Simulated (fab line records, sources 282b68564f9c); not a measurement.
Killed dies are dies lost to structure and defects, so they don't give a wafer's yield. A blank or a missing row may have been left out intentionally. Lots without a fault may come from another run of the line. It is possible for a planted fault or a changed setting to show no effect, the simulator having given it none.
What tool caused it? / flow rit-cmos / 14 lots with 42 wafers sampled at 4 steps, on a route of 202 steps

== WHAT THE GAUGES SHOWED, per wafer ==
RIT_CONTACT_CD_MEAS_08: the cd target is 1000 nm.
lot=L350; measured=day 3 05:23; on=cd-sem-01; cd-nm (nm)=1000.9 1000.4 999.9
lot=L351; measured=day 3 07:58; on=cd-sem-01; cd-nm (nm)=998.3 999.2 995.7
lot=L352; measured=day 3 15:14; on=cd-sem-01; cd-nm (nm)=1002.4 1001.9 1002.3
lot=L354; measured=day 4 01:44; on=cd-sem-01; cd-nm (nm)=1004.6 1002.3 1001.8
lot=L355; measured=day 4 05:17; on=cd-sem-01; cd-nm (nm)=1000.9 1001.0 1000.9
lot=L357; measured=day 4 15:12; on=cd-sem-01; cd-nm (nm)=997.7 998.3 999.3
lot=L362; measured=day 5 15:39; on=cd-sem-01; cd-nm (nm)=994.8 999.0 992.5
lot=L363; measured=day 5 20:09; on=cd-sem-02; cd-nm (nm)=1001.2 1001.1 1000.0
lot=L364; measured=day 6 02:07; on=cd-sem-01; cd-nm (nm)=999.7 1001.5 999.4
lot=L368; measured=day 6 22:07; on=cd-sem-01; cd-nm (nm)=1000.5 1002.0 1001.4
lot=L369; measured=day 7 02:50; on=cd-sem-02; cd-nm (nm)=1000.9 1000.1 1001.5
lot=L371; measured=day 7 14:34; on=cd-sem-02; cd-nm (nm)=1000.2 1003.5 1001.6
lot=L372; measured=day 7 19:45; on=cd-sem-02; cd-nm (nm)=1002.2 999.4 1000.2
lot=L373; measured=day 8 04:12; on=cd-sem-02; cd-nm (nm)=997.7 995.2 997.5

== TOOL THAT RAN EACH LOT (tool first, then ch and the chambers of the sampled wafers, then the start) ==
lot=L350; RIT_ACTIVE_ETCH_13=rie-diel-02 ch 0,1,2, day 1 15:23; RIT_PSD_STRIP_09=plasma-asher-01 ch 0,1, day 3 02:08; RIT_SDANNEAL_RTA_03=rtp-anneal-01 ch 0, day 3 02:46
lot=L351; RIT_ACTIVE_ETCH_13=rie-diel-04 ch 1,2,3, day 1 19:56; RIT_PSD_STRIP_09=plasma-asher-02 ch 0,1, day 3 05:04; RIT_SDANNEAL_RTA_03=rtp-anneal-02 ch 0, day 3 05:43
lot=L352; RIT_ACTIVE_ETCH_13=rie-diel-04 ch 0,1, day 2 01:55; RIT_PSD_STRIP_09=plasma-asher-02 ch 0,1, day 3 12:18; RIT_SDANNEAL_RTA_03=rtp-anneal-01 ch 0, day 3 12:55
lot=L354; RIT_ACTIVE_ETCH_13=rie-diel-02 ch 0,2,3, day 2 10:43; RIT_PSD_STRIP_09=plasma-asher-04 ch 1, day 3 22:53; RIT_SDANNEAL_RTA_03=rtp-anneal-01 ch 0, day 3 23:29
lot=L355; RIT_ACTIVE_ETCH_13=rie-diel-02 ch 0,1,3, day 2 15:50; RIT_PSD_STRIP_09=plasma-asher-01 ch 0,1, day 4 02:19; RIT_SDANNEAL_RTA_03=rtp-anneal-02 ch 0, day 4 02:56
lot=L357; RIT_ACTIVE_ETCH_13=rie-diel-04 ch 1,2,3, day 3 02:33; RIT_PSD_STRIP_09=plasma-asher-04 ch 0,1, day 4 12:20; RIT_SDANNEAL_RTA_03=rtp-anneal-02 ch 0, day 4 12:56
lot=L362; RIT_ACTIVE_ETCH_13=rie-diel-03 ch 0,1,3, day 4 02:43; RIT_PSD_STRIP_09=plasma-asher-02 ch 0,1, day 5 12:34; RIT_SDANNEAL_RTA_03=rtp-anneal-01 ch 0, day 5 13:12
lot=L363; RIT_ACTIVE_ETCH_13=rie-diel-04 ch 0,1, day 4 07:43; RIT_PSD_STRIP_09=plasma-asher-01 ch 0,1, day 5 17:22; RIT_SDANNEAL_RTA_03=rtp-anneal-02 ch 0, day 5 18:00
lot=L364; RIT_ACTIVE_ETCH_13=rie-diel-04 ch 1,3, day 4 12:43; RIT_PSD_STRIP_09=plasma-asher-04 ch 0,1, day 5 23:14; RIT_SDANNEAL_RTA_03=rtp-anneal-01 ch 0, day 5 23:51
lot=L368; RIT_ACTIVE_ETCH_13=rie-diel-03 ch 0,1,3, day 5 08:47; RIT_PSD_STRIP_09=plasma-asher-04 ch 0,1, day 6 19:22; RIT_SDANNEAL_RTA_03=rtp-anneal-01 ch 0, day 6 19:59
lot=L369; RIT_ACTIVE_ETCH_13=rie-diel-04 ch 0,2,3, day 5 13:50; RIT_PSD_STRIP_09=plasma-asher-04 ch 0,1, day 6 23:59; RIT_SDANNEAL_RTA_03=rtp-anneal-02 ch 0, day 7 00:35
lot=L371; RIT_ACTIVE_ETCH_13=rie-diel-04 ch 0,1,3, day 5 23:43; RIT_PSD_STRIP_09=plasma-asher-01 ch 0,1, day 7 11:41; RIT_SDANNEAL_RTA_03=rtp-anneal-02 ch 0, day 7 12:18
lot=L372; RIT_ACTIVE_ETCH_13=rie-diel-03 ch 0,1,2, day 6 04:50; RIT_PSD_STRIP_09=plasma-asher-02 ch 0,1, day 7 16:44; RIT_SDANNEAL_RTA_03=rtp-anneal-01 ch 0, day 7 17:22
lot=L373; RIT_ACTIVE_ETCH_13=rie-diel-03 ch 0,2,3, day 6 09:50; RIT_PSD_STRIP_09=plasma-asher-01 ch 0,1, day 8 01:21; RIT_SDANNEAL_RTA_03=rtp-anneal-02 ch 0, day 8 01:55
- RIT_ACTIVE_ETCH_13: etches Si3N4 in SF6, stops on SiO2, time 210 s, target depth 210 nm.
- RIT_PSD_STRIP_09: strips in O2, time 180 s.
- RIT_SDANNEAL_RTA_03: time 5 s.

== AS READ BY THE TOOLS THEMSELVES (means over the sampled wafers that have a number; for cases with no such wafer, the mark the record gives instead) ==
RIT_ACTIVE_ETCH_13.
lot=L350; tool=rie-diel-02; drypump-motor-current-A (A)=5.3; oes-product-au (a.u.)=0.811; throttle-valve-pct (%)=7.51
lot=L351; tool=rie-diel-04; drypump-motor-current-A (A)=5.8; oes-product-au (a.u.)=0.807; throttle-valve-pct (%)=7.58
lot=L352; tool=rie-diel-04; drypump-motor-current-A (A)=6.1; oes-product-au (a.u.)=0.807; throttle-valve-pct (%)=7.53
lot=L354; tool=rie-diel-02; drypump-motor-current-A (A)=5.6; oes-product-au (a.u.)=0.966; throttle-valve-pct (%)=7.58
lot=L355; tool=rie-diel-02; drypump-motor-current-A (A)=5.4; oes-product-au (a.u.)=0.963; throttle-valve-pct (%)=7.56
lot=L357; tool=rie-diel-04; drypump-motor-current-A (A)=5.8; oes-product-au (a.u.)=0.814; throttle-valve-pct (%)=7.58
lot=L362; tool=rie-diel-03; drypump-motor-current-A (A)=5.8; oes-product-au (a.u.)=0.804; throttle-valve-pct (%)=7.48
lot=L363; tool=rie-diel-04; drypump-motor-current-A (A)=5.9; oes-product-au (a.u.)=0.805; throttle-valve-pct (%)=7.50
lot=L364; tool=rie-diel-04; drypump-motor-current-A (A)=5.6; oes-product-au (a.u.)=0.811; throttle-valve-pct (%)=7.52
lot=L368; tool=rie-diel-03; drypump-motor-current-A (A)=5.8; oes-product-au (a.u.)=0.802; throttle-valve-pct (%)=7.49
lot=L369; tool=rie-diel-04; drypump-motor-current-A (A)=6.0; oes-product-au (a.u.)=0.813; throttle-valve-pct (%)=7.61
lot=L371; tool=rie-diel-04; drypump-motor-current-A (A)=5.8; oes-product-au (a.u.)=0.813; throttle-valve-pct (%)=7.56
lot=L372; tool=rie-diel-03; drypump-motor-current-A (A)=5.8; oes-product-au (a.u.)=0.814; throttle-valve-pct (%)=7.51
lot=L373; tool=rie-diel-03; drypump-motor-current-A (A)=5.7; oes-product-au (a.u.)=0.823; throttle-valve-pct (%)=7.51

RIT_PSD_STRIP_09.
lot=L350; tool=plasma-asher-01; drypump-motor-current-A (A)=6.0
lot=L351; tool=plasma-asher-02; drypump-motor-current-A (A)=5.5
lot=L352; tool=plasma-asher-02; drypump-motor-current-A (A)=5.6
lot=L354; tool=plasma-asher-04; drypump-motor-current-A (A)=5.0
lot=L355; tool=plasma-asher-01; drypump-motor-current-A (A)=6.1
lot=L357; tool=plasma-asher-04; drypump-motor-current-A (A)=5.2
lot=L362; tool=plasma-asher-02; drypump-motor-current-A (A)=5.5
lot=L363; tool=plasma-asher-01; drypump-motor-current-A (A)=5.9
lot=L364; tool=plasma-asher-04; drypump-motor-current-A (A)=5.3
lot=L368; tool=plasma-asher-04; drypump-motor-current-A (A)=5.3
lot=L369; tool=plasma-asher-04; drypump-motor-current-A (A)=5.1
lot=L371; tool=plasma-asher-01; drypump-motor-current-A (A)=5.9
lot=L372; tool=plasma-asher-02; drypump-motor-current-A (A)=5.6
lot=L373; tool=plasma-asher-01; drypump-motor-current-A (A)=5.9

RIT_SDANNEAL_RTA_03.
lot=L350 tool=rtp-anneal-01 wafer_temp_C_max=1054.6
lot=L351 tool=rtp-anneal-02 wafer_temp_C_max=1052.5
lot=L352 tool=rtp-anneal-01 wafer_temp_C_max=1051.9
lot=L354 tool=rtp-anneal-01 wafer_temp_C_max=1053.5
lot=L355 tool=rtp-anneal-02 wafer_temp_C_max=1053.9
lot=L357 tool=rtp-anneal-02 wafer_temp_C_max=1053.6
lot=L362 tool=rtp-anneal-01 wafer_temp_C_max=1054.2
lot=L363 tool=rtp-anneal-02 wafer_temp_C_max=1053.0
lot=L364 tool=rtp-anneal-01 wafer_temp_C_max=1053.5
lot=L368 tool=rtp-anneal-01 wafer_temp_C_max=1052.9
lot=L369 tool=rtp-anneal-02 wafer_temp_C_max=1053.0
lot=L371 tool=rtp-anneal-02 wafer_temp_C_max=1053.7
lot=L372 tool=rtp-anneal-01 wafer_temp_C_max=1053.1
lot=L373 tool=rtp-anneal-02 wafer_temp_C_max=1054.8

== THE ANSWER, worked out from the rows above alone ==
Rule: the usual values come from the lots themselves. Put in order of their means at a reading, lots are off if they are a third of the lots or fewer, leave a main group of 4 or more, and stand apart from it by a gap of 3 or more times the standard deviation of the main group's means; of several such gaps the widest counts. Not used: any main group whose means are identical at the precision the tables above print for the reading. Also off: a lot with no number at a reading for which 4 or more lots have one. Any other lot the step has rows for is counted as sound. After the gauges, taken in route order, come the tools' own readings; for these a lot's mean is taken, as printed above. The first step at which some lot is off is used, and at that step the reading that is off furthest; a lot without a number counts as furthest.
Off, at RIT_ACTIVE_ETCH_13 on oes-product-au: L354, L355. For the main group the mean is 0.810 a.u. and the standard deviation 0.0055.
A tool fits if, at that step or a process step before it, it ran every lot that is off, and no sound lot after the first of them. One fits: rie-diel-02 at RIT_ACTIVE_ETCH_13. A fault onset in the window from L350 (day 1 15:23, its last sound lot) to L354 (day 2 10:43, its first lot off) fits.
On the lots that are off, the tool's own readings at RIT_ACTIVE_ETCH_13 differ by more than 5 times the standard deviation of the sound lots' means, which bears it out; oes-product-au reads 0.964 a.u. there versus 0.810 a.u. on the sound lots.

== WHAT THE SIMULATOR HAD PUT IN ==
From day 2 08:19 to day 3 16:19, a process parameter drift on rie-diel-02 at RIT_ACTIVE_ETCH_13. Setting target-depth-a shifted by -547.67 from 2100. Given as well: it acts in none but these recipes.
Lots struck among those shown: L354, L355. The same result came from the rule above.
